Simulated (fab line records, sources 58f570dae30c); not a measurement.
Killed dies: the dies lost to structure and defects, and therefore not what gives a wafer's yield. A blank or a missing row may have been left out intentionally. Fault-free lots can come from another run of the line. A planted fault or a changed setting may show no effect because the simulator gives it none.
Matching of chambers	flow berkeleyCmos170	UCB170_GATE_ETCH_15 on rieSi-02 has 4 sister chambers
The step etches poly-Si in HBr/Cl2, stops on SiO2, time 56.3 s, target depth 278.2 nm. 4 wafers are shown with their chamber, then 8 later ones without.

## WAFERS PAIRED WITH THEIR CHAMBERS
wafer	chamber	throttleValvePct (%)
L453.3	3	26.65
L453.4	0	26.21
L453.5	1	26.53
L454.3	2	26.37

## WAFERS WITH NO CHAMBER GIVEN
wafer	throttleValvePct (%)
L454.5	26.37
L454.6	26.65
L456.1	26.37
L456.4	26.53
L456.5	26.37
L458.3	26.22
L458.4	26.66
L458.6	26.50

## EACH ONE'S CHAMBER
wafer	from the rows above	in truth
L454.5	2	2
L454.6	3	3
L456.1	2	2
L456.4	1	1
L456.5	2	2
L458.3	0	0
L458.4	3	3
L458.6	1	1
Correctly placed: 8 of 8. From these rows, 0 cannot be placed. Wrongly placed: 0.
How it was worked out, from the rows above alone: a wafer's distance from a chamber is the root of the sum, over the readings, of the square of ((its reading less the chamber's mean) divided by the reading's scatter). The wafer belongs to the nearest chamber; if the next one is less than 2 further off, it can't be placed. The mean given for a chamber averages the wafers shown for that chamber. The scatter: with one shown wafer a chamber, the root of the mean of the squares of how far each hidden wafer lies from its nearest shown one.
